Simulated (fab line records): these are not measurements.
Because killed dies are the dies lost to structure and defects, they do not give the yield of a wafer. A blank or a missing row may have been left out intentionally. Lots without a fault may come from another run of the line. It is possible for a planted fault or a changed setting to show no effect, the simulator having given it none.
fab line records -- flow ritCmos
[record] lots = 5, wafers = 15, lastDay = 7
route steps=202 shown CONTACT@172 M1@184
lots untouched by any fault: they come from a run of this same line in which no faults occurred
startH: hours from the record's first day to the start of the lot's first wafer shown -- waitH: hours from the lot's prior step to this one -- " unchanged from the row above -- L1.1+2: several wafers, shown together as one row -- - value missing, or start not given -- * or withheld: withheld -- < > ~ a bound
route shown NAME@n: names a module that has steps shown in the file, with the first one's number in the route -- usual: average and standard deviation across the fault-free wafers -- same: alike in all rows -- chamber/n: place in a boat -- sites: per-site readings -- _std_site: the values' standard deviation -- _edge_site: the outer-site mean with the inner-site mean subtracted -- radiusMm: how far each site lies from the wafer's centre -- mask NAME#n: copy n -- behind: tool/chamber where the wafer was last shaped -- hold: the reason the lot was held/the length of the hold in hours/how it ended -- device: which transistor (n, p or np) failed to switch -- end of line: tests of these same wafers at the route's end -- a step given without rows: its recipe and nothing more -- killed: at the first sort, the dies lost to defects and structure; wafer yield is something else -- map: dies across one wafer; x = killed, . = not, _ = none there
set.NAME: the setting the step ran with; set.NAME@STEP: the setting that earlier step ran with -- model.NAME: the simulator's own value behind a step, which no gauge read
a table for each step, a row for each wafer; lots at some steps of the route
services: a tool's chamber out of use, with start hour (startH, from the record's first day; less than 0 if before it), hours out, and reason
[[steps]]
[step RIT_CONTACT_SOFTBAKE_04]
[recipe] resist = NOVOLAK, tempC = 90, timeS = 60
[step RIT_CONTACT_EXPOSE_05]
[recipe] maskId = M11, na = 0.6, sourceShape = conventional, sigmaOuter = 0.5, targetCdNm = 1000, doseMj = 250
[step RIT_CONTACT_PEB_06]
[recipe] resist = NOVOLAK, tempC = withheld, timeS = withheld
[step RIT_CONTACT_DEVELOP_07]
[recipe] resist = NOVOLAK, developTimeS = 120, devTempC = 23
[step RIT_CONTACT_CD_MEAS_08]
[recipe] targetCdNm = 1000
[usual] cdNm = 999.4/1.8
lot.wafer,tool,chamber,startH,waitH,cdNm
L359.2,cdSem-02,-,78.65,-,1003.5
L359.3,cdSem-02,-,78.65,-,1003.3
L359.5,cdSem-02,-,78.65,-,1002.4
L363.2,cdSem-02,-,101.96,-,998.8
L363.3,cdSem-02,-,101.96,-,997.1
L363.4,cdSem-02,-,101.96,-,1000.0
L369.1,cdSem-02,-,128.67,-,997.4
L369.3,cdSem-02,-,128.67,-,999.1
L369.6,cdSem-02,-,128.67,-,998.4
L375.1,cdSem-01,-,162.93,-,998.6
L375.5,cdSem-01,-,162.93,-,1000.3
L375.6,cdSem-01,-,162.93,-,1000.6
L376.2,cdSem-02,-,171.45,-,998.9
L376.3,cdSem-02,-,171.45,-,1000.8
L376.4,cdSem-02,-,171.45,-,1000.5
[step RIT_CONTACT_OVL_MEAS_09]
[usual] CONTACT_OVL = -0.8/1.6
lot.wafer,tool,chamber,startH,waitH,CONTACT_OVL[nm]
L359.2,overlay-02,-,78.76,0.1,1.9
L359.3,overlay-02,-,78.76,0.1,-0.6
L359.5,overlay-02,-,78.76,0.1,-0.7
L363.2,overlay-01,-,102.07,0.1,-2.3
L363.3,overlay-01,-,102.07,0.1,-3.4
L363.4,overlay-01,-,102.07,0.1,-1.4
L369.1,overlay-02,-,128.79,0.1,-0.8
L369.3,overlay-02,-,128.79,0.1,-2.6
L369.6,overlay-02,-,128.79,0.1,-0.9
L375.1,overlay-02,-,163.05,0.1,-3.0
L375.5,overlay-02,-,163.05,0.1,-2.4
L375.6,overlay-02,-,163.05,0.1,-1.5
L376.2,overlay-02,-,171.56,0.1,3.5
L376.3,overlay-02,-,171.56,0.1,2.6
L376.4,overlay-02,-,171.56,0.1,0.2
[step RIT_CONTACT_HARDBAKE_10]
[recipe] resist = NOVOLAK, tempC = 140, timeS = 60
[step RIT_CONTACT_ETCH_11]
[recipe] targetDepthA = 4800, overEtchFrac = 0.2, stopOn = TiSi2, chemistry = CHF3/CF4/Ar, target = SiO2, CHF3_flow_sccm = 50, cf4FlowSccm = 10, Ar_flow_sccm = 100, O2_flow_sccm = 5, pressureMtorr = 100, rfW = 200, timeS = 320
[usual] cf4FlowSccm = 10.00/0.031, drypumpMotorCurrentA = 5.8/0.36, oesProductAu = 0.989/0.014, throttleValvePct = 8.77/0.11
lot.wafer,tool,chamber,startH,waitH,cf4FlowSccm,drypumpMotorCurrentA,oesProductAu,rfHoursCounterH,throttleValvePct
L359.2,rieDiel-03,1,78.94,0.1,9.98,6.1,0.994,112,8.61
L359.3,rieDiel-03,2,78.94,0.1,9.99,6.0,0.993,140,8.64
L359.5,rieDiel-03,2,78.94,0.1,9.93,6.1,0.995,-,8.67
L363.2,rieDiel-03,0,102.25,0.1,9.99,5.5,1.001,109,8.80
L363.3,rieDiel-03,3,102.25,0.1,9.96,5.5,0.963,32,8.92
L363.4,rieDiel-03,1,102.25,0.1,9.99,6.2,0.990,112,8.62
L369.1,rieDiel-01,1,128.97,0.1,10.05,6.4,0.978,42,8.74
L369.3,rieDiel-01,2,128.97,0.1,10.04,5.1,0.987,39,8.79
L369.6,rieDiel-01,2,128.97,0.1,10.06,5.1,0.997,-,8.79
L375.1,rieDiel-02,0,163.24,0.1,10.02,6.5,0.978,129,8.73
L375.5,rieDiel-02,2,163.24,0.1,10.02,5.6,0.967,-,8.82
L375.6,rieDiel-02,1,163.24,0.1,9.97,5.5,0.979,-,8.90
L376.2,rieDiel-03,0,171.74,0.1,10.00,5.5,0.999,111,8.82
L376.3,rieDiel-03,2,171.74,0.1,9.94,6.0,0.999,142,8.66
L376.4,rieDiel-03,3,171.74,0.1,10.01,5.6,0.966,34,8.92
[step RIT_CONTACT_STRIP_12]
[recipe] chemistry = O2, timeS = 180, resist = NOVOLAK, platenTempC = withheld, powerW = 500, pressureMtorr = 4000, o2FlowSccm = 4000
[usual] drypumpMotorCurrentA = 5.9/0.42
lot.wafer,tool,chamber,startH,waitH,drypumpMotorCurrentA,rfHoursCounterH
L359.2,plasmaAsher-01,1,79.13,0.1,5.0,41
L359.3,plasmaAsher-01,0,79.13,0.1,6.6,-
L359.5,plasmaAsher-01,1,79.13,0.1,5.0,-
L363.2,plasmaAsher-04,1,102.44,0.1,5.7,45
L363.3,plasmaAsher-04,0,102.44,0.1,6.0,-
L363.4,plasmaAsher-04,1,102.44,0.1,5.7,-
L369.1,plasmaAsher-04,1,129.17,0.1,5.7,49
L369.3,plasmaAsher-04,0,129.17,0.1,6.0,-
L369.6,plasmaAsher-04,1,129.17,0.1,5.7,-
L375.1,plasmaAsher-04,0,163.43,0.1,6.0,52
L375.5,plasmaAsher-04,0,163.43,0.1,6.0,-
L375.6,plasmaAsher-04,1,163.43,0.1,5.7,-
L376.2,plasmaAsher-01,0,171.93,0.1,6.6,4
L376.3,plasmaAsher-01,0,171.93,0.1,6.6,-
L376.4,plasmaAsher-01,1,171.93,0.1,5.0,-
[step RIT_CONTACT_CD_MEAS_90]
[recipe] targetCdNm = 1000
[usual] cdNm = 999.4/1.9
lot.wafer,tool,chamber,startH,waitH,cdNm
L359.2,cdSem-01,-,79.33,0.1,1003.7
L359.3,cdSem-01,-,79.33,0.1,1003.7
L359.5,cdSem-01,-,79.33,0.1,1002.9
L363.2,cdSem-01,-,102.64,0.1,998.3
L363.3,cdSem-01,-,102.64,0.1,996.8
L363.4,cdSem-01,-,102.64,0.1,999.9
L369.1,cdSem-01,-,129.34,0.1,997.9
L369.3,cdSem-01,-,129.34,0.1,999.6
L369.6,cdSem-01,-,129.34,0.1,998.7
L375.1,cdSem-01,-,163.61,0.1,998.7
L375.5,cdSem-01,-,163.61,0.1,999.9
L375.6,cdSem-01,-,163.61,0.1,1000.3
L376.2,cdSem-01,-,172.13,0.1,999.3
L376.3,cdSem-01,-,172.13,0.1,1000.8
L376.4,cdSem-01,-,172.13,0.1,1000.5
[step RIT_CONTACT_CLEAN_13]
[recipe] chemistry = SC1, mix = 3:3:50, timeS = 600, tempC = 75
[step RIT_CONTACT_CLEAN_14]
[recipe] chemistry = SC2, mix = 3:3:50, timeS = 600, tempC = 75, dry = n2Spin
[step RIT_M1_SPUTTER_00]
[recipe] material = Al, targetThkNm = 400, powerW = 2000, chamberPressurePa = 0.4, gas = Ar, timeS = 500, substrateTempC = 25
[usual] throttleValvePct = 29.8/0.99
lot.wafer,tool,chamber,startH,waitH,throttleValvePct,model.Al_of_M1_SPUTTER_00.thkNm
L359.2,pvdSputter-03,-,79.78,0.0,30.7,406.2
L359.3,pvdSputter-03,-,79.78,0.0,29.6,404.1
L359.5,pvdSputter-03,-,79.78,0.0,29.7,401.7
L363.2,pvdSputter-01,-,103.09,0.0,29.2,399.5
L363.3,pvdSputter-01,-,103.09,0.0,31.3,397.9
L363.4,pvdSputter-01,-,103.09,0.0,28.1,399
L369.1,pvdSputter-01,-,129.84,0.0,28.4,403.1
L369.3,pvdSputter-01,-,129.84,0.0,28.9,399.1
L369.6,pvdSputter-01,-,129.84,0.0,31.3,274.8
L375.1,pvdSputter-04,-,164.08,0.0,29.5,390.4
L375.5,pvdSputter-04,-,164.08,0.0,30.5,392.8
L375.6,pvdSputter-04,-,164.08,0.0,29.8,388.5
L376.2,pvdSputter-03,-,172.58,0.0,27.8,403.7
L376.3,pvdSputter-03,-,172.58,0.0,30.9,401.9
L376.4,pvdSputter-03,-,172.58,0.0,28.5,401.2
[step RIT_M1_RS_MEAS_01]
[recipe] thkMeasGauge = four-point-probe, reads = Al_of_M1_SPUTTER_00
[usual] M1_AL_RS = 0.0735/0.00081
lot.wafer,tool,chamber,startH,waitH,M1_AL_RS[ohm/sq]
L359.2,filmMetro-01,-,80.09,0.2,0.0724
L359.3,filmMetro-01,-,80.09,0.2,0.0727
L359.5,filmMetro-01,-,80.09,0.2,0.0734
L363.2,filmMetro-02,-,103.40,0.2,0.0737
L363.3,filmMetro-02,-,103.40,0.2,0.0738
L363.4,filmMetro-02,-,103.40,0.2,0.0736
L369.1,filmMetro-04,-,130.14,0.1,0.0729
L369.3,filmMetro-04,-,130.14,0.1,0.0736
L369.6,filmMetro-04,-,130.14,0.1,0.1080
L375.1,filmMetro-04,-,164.37,0.1,0.0750
L375.5,filmMetro-04,-,164.37,0.1,0.0749
L375.6,filmMetro-04,-,164.37,0.1,0.0756
L376.2,filmMetro-01,-,172.89,0.2,0.0728
L376.3,filmMetro-01,-,172.89,0.2,0.0730
L376.4,filmMetro-01,-,172.89,0.2,0.0732
[step RIT_M1_THK_MEAS_02]
[recipe] thkMeasGauge = xrf, reads = Al_of_M1_SPUTTER_00
[usual] M1_AL_THK = 401/5.6
lot.wafer,tool,chamber,startH,waitH,M1_AL_THK[nm]
L359.2,filmMetro-01,-,80.20,0.1,409
L359.3,filmMetro-01,-,80.20,0.1,408
L359.5,filmMetro-01,-,80.20,0.1,404
L363.2,filmMetro-02,-,103.51,0.1,399
L363.3,filmMetro-02,-,103.51,0.1,396
L363.4,filmMetro-02,-,103.51,0.1,399
L369.1,filmMetro-04,-,130.26,0.1,403
L369.3,filmMetro-04,-,130.26,0.1,400
L369.6,filmMetro-04,-,130.26,0.1,274
L375.1,filmMetro-04,-,164.49,0.1,390
L375.5,filmMetro-04,-,164.49,0.1,393
L375.6,filmMetro-04,-,164.49,0.1,387
L376.2,filmMetro-01,-,173.00,0.1,406
L376.3,filmMetro-01,-,173.00,0.1,406
L376.4,filmMetro-01,-,173.00,0.1,405
[step RIT_M1_HMDS_03]
[recipe] primeTimeS = 60, primeTempC = 140
[step RIT_M1_COAT_04]
[recipe] resist = NOVOLAK, spinRpm = 2000, resistThkNm = 1310
[step RIT_M1_SOFTBAKE_05]
[recipe] resist = NOVOLAK, tempC = 90, timeS = 60
[step RIT_M1_EXPOSE_06]
[recipe] maskId = M12, na = 0.6, sourceShape = conventional, sigmaOuter = 0.5, targetCdNm = 2600, doseMj = 250
[step RIT_M1_PEB_07]
[recipe] resist = NOVOLAK, tempC = withheld, timeS = withheld
[step RIT_M1_DEVELOP_08]
[recipe] resist = NOVOLAK, developTimeS = 70.86, devTempC = 23
[step RIT_M1_CD_MEAS_09]
[recipe] targetCdNm = 2600
[usual] cdNm = 2600.6/2.6
lot.wafer,tool,chamber,startH,waitH,cdNm
L359.2,cdSem-01,-,81.15,-,2601.0
L359.3,cdSem-01,-,81.15,-,2601.2
L359.5,cdSem-01,-,81.15,-,2601.1
L363.2,cdSem-02,-,104.46,-,2600.3
L363.3,cdSem-02,-,104.46,-,2601.6
L363.4,cdSem-02,-,104.46,-,2600.2
L369.1,cdSem-02,-,131.32,-,2599.9
L369.3,cdSem-02,-,131.32,-,2601.1
L369.6,cdSem-02,-,131.32,-,2601.9
L375.1,cdSem-02,-,165.43,-,2598.6
L375.5,cdSem-02,-,165.43,-,2599.5
L375.6,cdSem-02,-,165.43,-,2600.8
L376.2,cdSem-02,-,173.95,-,2598.7
L376.3,cdSem-02,-,173.95,-,2602.0
L376.4,cdSem-02,-,173.95,-,2600.1
[step RIT_M1_OVL_MEAS_10]
[usual] M1_OVL = -1.2/1.4
lot.wafer,tool,chamber,startH,waitH,M1_OVL[nm]
L359.2,overlay-01,-,81.26,0.1,1.2
L359.3,overlay-01,-,81.26,0.1,-0.3
L359.5,overlay-01,-,81.26,0.1,0.9
L363.2,overlay-01,-,104.57,0.1,-2.9
L363.3,overlay-01,-,104.57,0.1,-3.4
L363.4,overlay-01,-,104.57,0.1,-2.5
L369.1,overlay-02,-,131.44,0.1,-2.7
L369.3,overlay-02,-,131.44,0.1,-0.1
L369.6,overlay-02,-,131.44,0.1,-0.2
L375.1,overlay-01,-,165.55,0.1,-3.3
L375.5,overlay-01,-,165.55,0.1,-1.1
L375.6,overlay-01,-,165.55,0.1,-1.6
L376.2,overlay-02,-,174.06,0.1,-1.7
L376.3,overlay-02,-,174.06,0.1,-1.6
L376.4,overlay-02,-,174.06,0.1,-0.9
[step RIT_M1_HARDBAKE_11]
[recipe] resist = NOVOLAK, tempC = 140, timeS = 120
[step RIT_M1_METAL_ETCH_12]
[recipe] stopOn = SiO2, chemistry = Cl2/BCl3, target = Al, timeS = 165, overEtchFrac = 0.5, pressureMtorr = 100, targetDepthA = 6000, rfW = 250, Cl2_flow_sccm = 60, bcl3FlowSccm = 50
[usual] drypumpMotorCurrentA = 5.7/0.44, oesProductAu = 0.769/0.011, throttleValvePct = 8.24/0.11
lot.wafer,tool,chamber,startH,waitH,drypumpMotorCurrentA,oesProductAu,rfHoursCounterH,throttleValvePct
L359.2,rieMetal-04,0,81.54,0.2,5.7,0.783,37,8.29
L359.3,rieMetal-04,1,81.54,0.2,5.5,0.788,-,8.29
L359.5,rieMetal-04,0,81.54,0.2,5.7,0.782,-,8.30
L363.2,rieMetal-03,1,104.85,0.2,5.4,0.777,3,8.27
L363.3,rieMetal-03,0,104.85,0.2,5.4,0.765,-,8.36
L363.4,rieMetal-03,1,104.85,0.2,5.4,0.776,-,8.25
L369.1,rieMetal-03,0,131.73,0.2,5.3,0.770,3,8.38
L369.3,rieMetal-03,1,131.73,0.2,5.5,0.779,-,8.25
L369.6,rieMetal-03,1,131.73,0.2,5.4,0.632,-,8.26
L375.1,rieMetal-01,0,165.84,0.2,5.8,0.751,2,8.05
L375.5,rieMetal-01,0,165.84,0.2,5.8,0.751,-,8.05
L375.6,rieMetal-01,1,165.84,0.2,6.7,0.745,-,8.17
L376.2,rieMetal-04,1,174.34,0.2,5.5,0.769,0,8.30
L376.3,rieMetal-04,0,174.34,0.2,5.7,0.788,-,8.29
L376.4,rieMetal-04,1,174.34,0.2,5.6,0.763,-,8.30
[step RIT_M1_STRIP_13]
[recipe] chemistry = nmp, resist = NOVOLAK, tempC = 80, timeS = 600, dry = n2Spin
[step RIT_M1_PROBE_99]
[usual] defectLimitedYield = 97.4/1.1, killedAtContacts = 0.1/0.24, killedAtFrontEnd = 6.7/2.9, killedDies = 6.8/2.9, killedOpen = 3.5/2, killedShort = 3.2/1.9, sort_bin_3_pad_short = 0.1/0.22, sort_bin_5_function = 1.4/0.82, sort_bin_6_memory = 1.0/0.64, sortNPass = 257.2/2.9, sortYieldPct = 97.4/1.1
[same] grossDies = 264, killed_at_M0_to_M3 = 0, killed_at_M4_up = 0, killedAtBackSide = 0, killedAtOther = 0
lot.wafer,tool,chamber,startH,waitH,defectLimitedYield[%],killedAtContacts,killedAtFrontEnd,killedDies,killedOpen,killedShort,sort_bin_3_pad_short[%],sort_bin_5_function[%],sort_bin_6_memory[%],sortNPass,sortYieldPct[%],model.etest.m1.rsOhmSq,model.etest.antennaM1.vtShiftV
L359.2,prober-02,-,83.84,0.1,97.0,0,8,8,4,4,0,1.5,1.5,256.0,97.0,0.07151,-0.01835
L359.3,prober-02,-,83.89,0.2,97.0,0,8,8,3,5,0,2.3,0.8,256.0,97.0,0.07226,-0.01491
L359.5,prober-02,-,83.99,0.2,98.5,0,4,4,3,1,0,1.1,0.4,260.0,98.5,0.07258,-0.01512
L363.2,prober-02,-,107.15,0.1,97.3,0,7,7,3,4,0,2.3,0.4,257.0,97.3,0.07163,-0.01483
L363.3,prober-02,-,107.20,0.2,97.3,0,7,7,2,5,0,0.8,1.9,257.0,97.3,0.07288,-0.007082
L363.4,prober-02,-,107.25,0.2,97.0,1,7,8,5,3,0,2.3,0.8,256.0,97.0,0.07256,-0.01281
L369.1,prober-02,-,134.00,0.1,98.5,0,4,4,3,1,0,0.8,0.8,260.0,98.5,0.0725,-0.006685
L369.3,prober-02,-,134.10,0.2,97.0,0,8,8,5,3,0.4,1.1,1.5,256.0,97.0,0.07235,-0.01128
L369.6,prober-02,-,134.25,0.2,98.5,0,4,4,1,3,0,1.1,0.4,260.0,98.5,0.1059,-0.01966
L375.1,prober-02,-,168.28,0.1,96.2,0,10,10,4,6,0.8,1.5,1.5,254.0,96.2,0.07462,-0.005878
L375.5,prober-02,-,168.48,0.2,95.8,0,11,11,4,7,0.4,3.4,0.4,253.0,95.8,0.07418,-0.00993
L375.6,prober-02,-,168.53,0.2,99.2,0,2,2,0,1,0,0.8,0,262.0,99.2,0.07471,-0.01855
L376.2,prober-01,-,176.64,0.1,96.6,0,9,9,4,4,0.4,1.9,1.1,255.0,96.6,0.07165,-0.01123
L376.3,prober-01,-,176.69,0.2,95.8,0,11,11,6,5,0.4,0.8,3.0,253.0,95.8,0.07228,-0.01315
L376.4,prober-01,-,176.74,0.2,95.8,0,11,11,2,7,0.4,2.7,1.1,253.0,95.8,0.07252,-0.01744
// killed by level:class
L359.2 GATE:geometricParticle:open=4 GATE:geometricParticle:short=3 REOX:geometricParticle:short=1
L359.3 GATE:geometricParticle:open=3 GATE:geometricParticle:short=3 REOX:geometricParticle:short=1 SPACER:geometricParticle:short=1
L359.5 ACTIVE:geometricParticle:open=1 GATE:geometricParticle:open=1 SILICIDE:geometricParticle:open=1 SILICIDE:geometricParticle:short=1
L363.2 SPACER:geometricParticle:short=2 FOX1:geometricParticle:open=1 FOX1:geometricParticle:short=1 GATE:geometricParticle:short=1 REOX:geometricParticle:open=1 SPACER:geometricParticle:open=1
L363.3 FOX1:geometricParticle:short=3 REOX:geometricParticle:open=1 REOX:geometricParticle:short=1 SPACER:geometricParticle:short=1 SPACER:geometricParticle:open=1
L363.4 FOX1:geometricParticle:open=2 GATE:geometricParticle:short=1 GATE:geometricParticle:open=1 SPACER:geometricParticle:short=1 SPACER:geometricParticle:open=1 SILICIDE:geometricParticle:open=1 CONTACT:geometricParticle:short=1
L369.1 FOX1:geometricParticle:open=1 FOX2:geometricParticle:short=1 REOX:geometricParticle:open=1 SILICIDE:geometricParticle:open=1
L369.3 REOX:geometricParticle:open=3 SPACER:geometricParticle:short=2 FOX1:geometricParticle:open=1 GATE:geometricParticle:open=1 REOX:geometricParticle:short=1
L369.6 FOX1:geometricParticle:short=1 GATE:geometricParticle:open=1 REOX:geometricParticle:short=1 SILICIDE:geometricParticle:short=1
L375.1 SPACER:geometricParticle:short=2 FOX1:geometricParticle:short=1 FOX1:geometricParticle:open=1 SILICIDE:geometricParticle:short=1 FOX2:geometricParticle:short=1 GATE:geometricParticle:short=1 GATE:geometricParticle:open=1 REOX:geometricParticle:open=1
L375.5 SILICIDE:geometricParticle:short=3 FOX1:geometricParticle:short=2 SILICIDE:geometricParticle:open=2 GATE:geometricParticle:short=1 GATE:geometricParticle:open=1 REOX:geometricParticle:short=1 REOX:geometricParticle:open=1
L375.6 GATE:geometricParticle:short=1 PWELL:coatMicrobubblePrinted=1
L376.2 GATE:geometricParticle:open=2 FOX1:geometricParticle:open=1 FOX1:geometricParticle:short=1 FOX2:geometricParticle:open=1 GATE:geometricParticle:short=1 REOX:geometricParticle:short=1 SPACER:geometricParticle:short=1 PLDD:coatMicrobubblePrinted=1
L376.3 SILICIDE:geometricParticle:open=3 SILICIDE:geometricParticle:short=3 GATE:geometricParticle:short=2 GATE:geometricParticle:open=2 FOX1:geometricParticle:open=1
L376.4 FOX1:geometricParticle:short=2 REOX:geometricParticle:short=2 ACTIVE:coatMicrobubblePrinted=2 GATE:geometricParticle:short=1 GATE:geometricParticle:open=1 SPACER:geometricParticle:short=1 SILICIDE:geometricParticle:short=1 SILICIDE:geometricParticle:open=1
[[services]]
tool,chamber,startH,hours,kind
plasmaAsher-01,-,65.01,13.4,repair
rieDiel-03,3,76.50,8.4,repair
plasmaAsher-01,-,108.75,9.0,pm
plasmaAsher-01,0,108.75,9.0,ventCycle
plasmaAsher-01,1,108.75,9.0,ventCycle
rieMetal-04,-,114.25,2.8,pm
plasmaAsher-01,0,117.75,-,clean
plasmaAsher-01,1,117.75,-,clean
plasmaAsher-01,-,119.94,4.3,repair
rieDiel-02,1,123.41,11.2,repair
pvdSputter-01,-,133.75,11.7,repair
rieMetal-04,1,134.47,6.9,repair
rieMetal-04,-,136.12,20.0,pm
rieMetal-04,0,136.12,20.0,ventCycle
rieMetal-04,1,136.12,20.0,ventCycle
rieDiel-02,2,140.90,3.3,repair
rieMetal-04,0,156.12,-,clean
rieMetal-04,1,156.12,-,clean
rieDiel-02,3,156.87,7.2,repair
rieMetal-03,1,164.29,8.9,repair
[[key]]
[firstSign] step = RIT_M1_RS_MEAS_01, reading = M1_AL_RS, direction = up, sigmas = 43, usual = 0.0735, struck = 0.1080
[effect] step = RIT_M1_THK_MEAS_02, reading = M1_AL_THK, direction = down, sigmas = 23, usual = 401, struck = 274
[effect] step = RIT_M1_METAL_ETCH_12, reading = oesProductAu, direction = down, sigmas = 13, usual = 0.769, struck = 0.632
[modelEffect] step = RIT_M1_SPUTTER_00, value = Al_of_M1_SPUTTER_00.thkNm, without = 394.4, struck = 274.8
[modelEffect] step = RIT_M1_PROBE_99, value = etest.m1.rsOhmSq, without = 0.07393, struck = 0.1059
metAt RIT_M1_SPUTTER_00
struckWafers L369.6
onsetBetween 103.09 129.84
[fault] kind = processParameterDrift, tool = pvdSputter-01, chamber = -, onsetH = 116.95, steps = RIT_M1_SPUTTER_00, channel = targetThkNm, offset = -119.58, shape = step, endH = 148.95, stated = 400, scope = struckWafersOnly
